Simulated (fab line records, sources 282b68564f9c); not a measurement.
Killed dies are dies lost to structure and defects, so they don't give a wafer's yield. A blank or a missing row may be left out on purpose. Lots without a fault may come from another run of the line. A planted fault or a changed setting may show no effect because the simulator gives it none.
Which tool did it? | flow rit_cmos | 15 lots, 45 wafers sampled, at 1 step of a route of 202

WHAT THE GAUGES READ, wafer by wafer
The record holds no reading of a measuring or inspecting step that can be judged against a usual standard deviation.

WHICH TOOL RAN EACH LOT (tool, then ch and the chambers of the sampled wafers, then the start)
lot  | RIT_NWELL_EXPOSE_03
L514 | iline_stepper-01 ch 0, day 1 22:44
L515 | iline_stepper-02 ch 0, day 2 04:11
L516 | iline_stepper-01 ch 0, day 2 07:01
L517 | iline_stepper-02 ch 0, day 2 12:34
L521 | iline_stepper-02 ch 0, day 3 09:28
L522 | iline_stepper-01, day 3 20:52
L523 | iline_stepper-02, day 3 23:40
L524 | iline_stepper-01, day 4 04:11
L527 | iline_stepper-02 ch 0, day 4 17:45
L532 | iline_stepper-02 ch 0, day 5 17:10
L533 | iline_stepper-02 ch 0, day 5 20:14
L534 | iline_stepper-01 ch 0, day 6 02:33
L535 | iline_stepper-01 ch 0, day 6 07:05
L536 | iline_stepper-01 ch 0, day 6 12:14
L537 | iline_stepper-02 ch 0, day 6 15:37
- RIT_NWELL_EXPOSE_03: exposes mask M2, target cd 43900 nm.

WHAT THE TOOLS THEMSELVES READ (means of the sampled wafers that have a number; where no wafer has one, the mark that the record gives instead)
RIT_NWELL_EXPOSE_03.
lot  | tool             | exposure_dose_mJ_cm2 | focus_offset_nm (nm) | stage_vel_mm_s (mm/s)
L514 | iline_stepper-01 | 250.12               | -0.1                 | 499.86
L515 | iline_stepper-02 | 250.25               | 0.5                  | 499.27
L516 | iline_stepper-01 | 250.34               | 0.4                  | 500.15
L517 | iline_stepper-02 | 250.26               | -0.4                 | 499.80
L521 | iline_stepper-02 | 250.00               | -0.0                 | 500.04
L522 | iline_stepper-01 | -                    | -                    | -
L523 | iline_stepper-02 | -                    | -                    | -
L524 | iline_stepper-01 | -                    | -                    | -
L527 | iline_stepper-02 | 250.13               | 1.2                  | 499.99
L532 | iline_stepper-02 | 249.89               | 0.4                  | 499.93
L533 | iline_stepper-02 | 250.01               | -0.4                 | 500.16
L534 | iline_stepper-01 | 249.82               | 0.0                  | 499.91
L535 | iline_stepper-01 | 249.79               | 0.3                  | 500.08
L536 | iline_stepper-01 | 250.05               | 0.1                  | 499.90
L537 | iline_stepper-02 | 249.74               | -0.1                 | 500.03

THE ANSWER, worked out from the rows above alone
Rule: what is usual is taken from the lots themselves. Put in order of their means at a reading, lots are off if they are a third of the lots or fewer, leave a main group of 4 or more, and stand apart from it by a gap of 3 or more times the standard deviation of the main group's means; of several such gaps the widest counts. A main group whose means are all the same, to the digits that the tables above print for the reading, isn't used. A lot without any number at a reading at which 4 lots or more have one is off too. The other lots that the step has rows for count as sound. The gauges are gone through in route order, then the tools' own readings, and for those a lot's mean is taken as printed above. The first step at which some lot is off is used, and at that step the reading that is off furthest; a lot without a number counts as furthest.
Off: L522, L523, L524, at RIT_NWELL_EXPOSE_03 (exposure_dose_mJ_cm2). Without a number there: L522, L523, L524. The main group: mean 250.03, standard deviation 0.19.
A tool fits if, at that step or a process step before it, it ran every lot that is off, and no sound lot after the first of them. None of those tried fits.

WHAT THE SIMULATOR HAD PUT IN
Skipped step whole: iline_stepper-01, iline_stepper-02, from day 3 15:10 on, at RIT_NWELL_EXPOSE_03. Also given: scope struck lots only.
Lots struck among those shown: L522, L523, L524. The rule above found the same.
